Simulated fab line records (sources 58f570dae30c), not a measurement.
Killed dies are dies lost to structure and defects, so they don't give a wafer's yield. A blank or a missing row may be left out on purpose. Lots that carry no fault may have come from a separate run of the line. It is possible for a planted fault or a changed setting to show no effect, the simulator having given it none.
Commonality check across tools || flow berkeley cmos170 || 39 wafers sampled across 13 lots

THE REASON FOR OPENING IT
At UCB170_PWELL_THK_MEAS_06 the reading PWELL_NITRIDE_THK is flagged on 3 of 13 lots. Wafers without a fault read 220.4 nm, standard deviation 2.1.
Rule: a lot gets a flag if all its wafers with a number sit over 4 standard deviations from that mean, or if no wafer of it has a number. As for the other lots, they are considered sound.

{"lot": "L205", "measured": "day 3 00:20", "on": "film metro-04", "PWELL_NITRIDE_THK (nm), wafer by wafer": "218.0 217.1 218.5", "flag": ""}
{"lot": "L206", "measured": "day 3 00:20", "on": "film metro-01", "PWELL_NITRIDE_THK (nm), wafer by wafer": "222.8 221.6 221.0", "flag": ""}
{"lot": "L208", "measured": "day 3 08:20", "on": "film metro-01", "PWELL_NITRIDE_THK (nm), wafer by wafer": "216.2 216.7 217.6", "flag": ""}
{"lot": "L207", "measured": "day 3 08:22", "on": "film metro-03", "PWELL_NITRIDE_THK (nm), wafer by wafer": "221.5 223.2 222.8", "flag": ""}
{"lot": "L210", "measured": "day 3 17:50", "on": "film metro-04", "PWELL_NITRIDE_THK (nm), wafer by wafer": "219.3 221.2 218.9", "flag": ""}
{"lot": "L209", "measured": "day 3 17:52", "on": "film metro-03", "PWELL_NITRIDE_THK (nm), wafer by wafer": "221.2 220.8 220.3", "flag": ""}
{"lot": "L214", "measured": "day 4 15:05", "on": "film metro-01", "PWELL_NITRIDE_THK (nm), wafer by wafer": "175.9 175.1 175.8", "flag": "FLAGGED"}
{"lot": "L213", "measured": "day 4 15:06", "on": "film metro-04", "PWELL_NITRIDE_THK (nm), wafer by wafer": "172.8 172.8 173.1", "flag": "FLAGGED"}
{"lot": "L215", "measured": "day 4 20:43", "on": "film metro-01", "PWELL_NITRIDE_THK (nm), wafer by wafer": "220.1 219.2 220.8", "flag": ""}
{"lot": "L217", "measured": "day 5 11:18", "on": "film metro-03", "PWELL_NITRIDE_THK (nm), wafer by wafer": "172.6 172.9 171.8", "flag": "FLAGGED"}
{"lot": "L219", "measured": "day 5 21:08", "on": "film metro-04", "PWELL_NITRIDE_THK (nm), wafer by wafer": "222.5 224.5 222.9", "flag": ""}
{"lot": "L225", "measured": "day 7 11:10", "on": "film metro-03", "PWELL_NITRIDE_THK (nm), wafer by wafer": "219.2 218.4 218.4", "flag": ""}
{"lot": "L224", "measured": "day 7 11:11", "on": "film metro-04", "PWELL_NITRIDE_THK (nm), wafer by wafer": "218.6 220.2 219.4", "flag": ""}
The mean of the flagged lots' numbers is 173.6 nm, -46.8 nm from the usual (-22 standard deviations).

LOT BY LOT: THE TOOL USED
The record keeps 1 process step preceding the reading, out of 331 steps on the route. Every cell lists first the tool, next ch and the chambers used by the sampled wafers, and last the start.
{"lot": "L205", "flag": "", "UCB170_PWELL_CVD_05": "lpcvd-02 ch 0, day 2 22:25"}
{"lot": "L206", "flag": "", "UCB170_PWELL_CVD_05": "lpcvd-02 ch 1, day 2 22:25"}
{"lot": "L208", "flag": "", "UCB170_PWELL_CVD_05": "lpcvd-02 ch 1, day 3 06:25"}
{"lot": "L207", "flag": "", "UCB170_PWELL_CVD_05": "lpcvd-02 ch 0, day 3 06:25"}
{"lot": "L210", "flag": "", "UCB170_PWELL_CVD_05": "lpcvd-02 ch 1, day 3 15:56"}
{"lot": "L209", "flag": "", "UCB170_PWELL_CVD_05": "lpcvd-02 ch 0, day 3 15:56"}
{"lot": "L214", "flag": "FLAGGED", "UCB170_PWELL_CVD_05": "lpcvd-02 ch 1, day 4 13:10"}
{"lot": "L213", "flag": "FLAGGED", "UCB170_PWELL_CVD_05": "lpcvd-02 ch 0, day 4 13:10"}
{"lot": "L215", "flag": "", "UCB170_PWELL_CVD_05": "lpcvd-01 ch 1, day 4 18:47"}
{"lot": "L217", "flag": "FLAGGED", "UCB170_PWELL_CVD_05": "lpcvd-02 ch 1, day 5 09:22"}
{"lot": "L219", "flag": "", "UCB170_PWELL_CVD_05": "lpcvd-01 ch 1, day 5 19:13"}
{"lot": "L225", "flag": "", "UCB170_PWELL_CVD_05": "lpcvd-01 ch 1, day 7 09:14"}
{"lot": "L224", "flag": "", "UCB170_PWELL_CVD_05": "lpcvd-01 ch 0, day 7 09:14"}
What is done by these steps:
- UCB170_PWELL_CVD_05: deposits Si3N4 from SiH2Cl2/NH3, target thk 220 nm, time 3300 s.
- UCB170_PWELL_THK_MEAS_06

FLAGGED AGAINST TOTAL, ONE TOOL AT A TIME (gauges that did the reading follow at the end)
{"step": "UCB170_PWELL_CVD_05", "tool": "lpcvd-01", "lots run": 4, "flagged": 0, "share of the flagged lots": "none", "sound lots run after its first flagged lot": "-"}
{"step": "UCB170_PWELL_CVD_05", "tool": "lpcvd-02", "lots run": 9, "flagged": 3, "share of the flagged lots": "all", "sound lots run after its first flagged lot": 0}
{"step": "UCB170_PWELL_THK_MEAS_06", "tool": "film metro-01", "lots run": 4, "flagged": 1, "share of the flagged lots": "some", "sound lots run after its first flagged lot": "1 (L215)"}
{"step": "UCB170_PWELL_THK_MEAS_06", "tool": "film metro-03", "lots run": 4, "flagged": 1, "share of the flagged lots": "some", "sound lots run after its first flagged lot": "1 (L225)"}
{"step": "UCB170_PWELL_THK_MEAS_06", "tool": "film metro-04", "lots run": 5, "flagged": 1, "share of the flagged lots": "some", "sound lots run after its first flagged lot": "2 (L219,L224)"}

WHAT THE TABLE PERMITS
In the table, 1 row covers all flagged lots: lpcvd-02 at UCB170_PWELL_CVD_05.
- lpcvd-02 at UCB170_PWELL_CVD_05 ran 9 lots, 3 of them flagged. Last sound lot L209 at day 3 15:56, first flagged lot L213 at day 4 13:10; a fault beginning in between fits.
What remains is a single tool, lpcvd-02 at UCB170_PWELL_CVD_05.

WHAT WAS PUT IN BY THE SIMULATOR
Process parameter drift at UCB170_PWELL_CVD_05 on lpcvd-02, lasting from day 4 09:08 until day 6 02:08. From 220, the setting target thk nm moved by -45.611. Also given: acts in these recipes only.
Struck lots among those shown: L214, L213, L217. The same result came from the rule above.
